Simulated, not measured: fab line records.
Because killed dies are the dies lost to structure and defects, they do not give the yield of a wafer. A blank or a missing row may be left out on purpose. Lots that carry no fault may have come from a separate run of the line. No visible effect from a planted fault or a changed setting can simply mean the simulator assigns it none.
What tool caused it? ; flow berkeley_cmos170 ; 13 lots with 39 wafers sampled at 3 steps, on a route of 331 steps

== WHAT THE GAUGES READ, wafer by wafer ==
UCB170_V1_OVL_MEAS_13. Usual: V1_OVL typically reads -3 nm, with standard deviation 5.1.
lot;measured;on;V1_OVL (nm);flag
L374;day 7 16:55;overlay-02;-1 -6 -9;
L375;day 8 09:04;overlay-02;1 -2 -2;
L378;day 8 15:46;overlay-01;-1 -1 0;
L377;day 8 15:54;overlay-02;7 6 7;
L380;day 9 11:05;overlay-02;-8 -14 -1;
L381;day 9 11:53;overlay-01;-4 -11 -12;
L384;day 9 16:30;overlay-01;-2 4 -2;
L382;day 9 16:56;overlay-01;-1 -5 -4;
L386;day 9 19:13;overlay-02;-3 -2 -10;
L385;day 10 06:15;overlay-02;8 5 3;
L389;day 10 23:47;overlay-02;-1 -1 -2;
L395;day 11 20:01;overlay-01;0 -2 -9;
L396;day 11 20:08;overlay-01;-4 0 -3;

== TOOL THAT RAN EACH LOT (tool first, then ch and the chambers of the sampled wafers, then the start) ==
lot;UCB170_NSD_STRIP_09;UCB170_SILICIDE_RTA_04
L374;plasma_asher-04 ch 0,1, day 6 23:11;rtp_anneal-01 ch 0, day 7 01:19
L375;plasma_asher-04 ch 0,1, day 7 15:47;rtp_anneal-02 ch 0, day 7 17:44
L378;plasma_asher-03 ch 0,1, day 7 23:02;rtp_anneal-01 ch 0, day 8 01:01
L377;plasma_asher-03 ch 0, day 8 00:01;rtp_anneal-01 ch 0, day 8 01:59
L380;plasma_asher-04 ch 0,1, day 8 16:36;rtp_anneal-01 ch 0, day 8 18:35
L381;plasma_asher-02 ch 0,1, day 8 19:02;rtp_anneal-01 ch 0, day 8 21:49
L384;plasma_asher-03 ch 0,1, day 8 22:32;rtp_anneal-01 ch 0, day 9 00:56
L382;plasma_asher-03 ch 0,1, day 9 01:08;rtp_anneal-01 ch 0, day 9 03:21
L386;plasma_asher-04 ch 0,1, day 9 01:44;rtp_anneal-02 ch 0, day 9 03:49
L385;plasma_asher-04 ch 0,1, day 9 11:02;rtp_anneal-01 ch 0, day 9 13:23
L389;plasma_asher-02 ch 0, day 10 04:20;rtp_anneal-02 ch 0, day 10 08:10
L395;plasma_asher-04 ch 0,1, day 11 00:59;rtp_anneal-02 ch 0, day 11 03:31
L396;plasma_asher-02 ch 0,1, day 11 01:23;rtp_anneal-02 ch 0, day 11 03:43
- UCB170_NSD_STRIP_09: strips in O2.
- UCB170_SILICIDE_RTA_04: time 15 s.

== AS READ BY THE TOOLS THEMSELVES (means over the sampled wafers that have a number; for cases with no such wafer, the mark the record gives instead) ==
UCB170_NSD_STRIP_09. Usual: drypump_motor_current_A 5.9 A, standard deviation 0.36; oes_product_au 0.533 a.u., standard deviation 0.0046; strip_time_to_endpoint_s 35.92 s, standard deviation 0.068.
lot;tool;drypump_motor_current_A (A);oes_product_au (a.u.);strip_time_to_endpoint_s (s);flag
L374;plasma_asher-04;5.8;0.536;36.02;
L375;plasma_asher-04;5.5;0.534;35.81;
L378;plasma_asher-03;6.1;0.532;35.94;
L377;plasma_asher-03;6.3;0.536;35.93;
L380;plasma_asher-04;5.8;0.532;35.85;
L381;plasma_asher-02;5.9;0.533;35.97;
L384;plasma_asher-03;6.1;0.534;35.89;
L382;plasma_asher-03;6.1;0.532;35.91;
L386;plasma_asher-04;5.8;0.533;36.05;
L385;plasma_asher-04;5.8;0.525;35.86;
L389;plasma_asher-02;6.0;0.534;36.03;
L395;plasma_asher-04;5.8;0.535;35.99;
L396;plasma_asher-02;6.0;0.535;35.87;

UCB170_SILICIDE_RTA_04. Usual: chamber_o2_ppm 2.000, standard deviation 0.023; lamp_power_pct 9.1 %, standard deviation 0.59; wafer_temp_C_max 654.1, standard deviation 0.77.
lot;tool;chamber_o2_ppm;lamp_power_pct (%);wafer_temp_C_max;flag
L374;rtp_anneal-01;2.003;9.6;653.9;
L375;rtp_anneal-02;2.018;8.4;654.3;
L378;rtp_anneal-01;1.996;9.6;653.7;
L377;rtp_anneal-01;2.030;9.6;653.8;
L380;rtp_anneal-01;1.995;9.6;653.7;
L381;rtp_anneal-01;2.026;9.6;654.1;
L384;rtp_anneal-01;2.012;9.6;654.0;
L382;rtp_anneal-01;1.977;9.6;653.7;
L386;rtp_anneal-02;1.968;8.4;654.4;
L385;rtp_anneal-01;2.013;9.6;653.4;
L389;rtp_anneal-02;2.018;8.4;655.2;
L395;rtp_anneal-02;2.004;8.4;654.4;
L396;rtp_anneal-02;1.991;8.4;654.1;

== THE ANSWER, worked out from the rows above alone ==
Rule: lot off if the mean of its wafers having a number is beyond 3 standard deviations from the usual mean. Also off: a lot with no number at a reading for which 4 or more lots have one. All remaining lots with rows at the step are treated as sound. The gauges are gone through in route order, then the tools' own readings, and for those a lot's mean is taken as printed above. The first step at which some lot is off is used, and at that step the reading that is off furthest; a lot without a number counts as furthest.
No lot is off on any of the readings shown, so nothing can be concluded from this.

== WHAT HAD BEEN PUT IN BY THE SIMULATOR ==
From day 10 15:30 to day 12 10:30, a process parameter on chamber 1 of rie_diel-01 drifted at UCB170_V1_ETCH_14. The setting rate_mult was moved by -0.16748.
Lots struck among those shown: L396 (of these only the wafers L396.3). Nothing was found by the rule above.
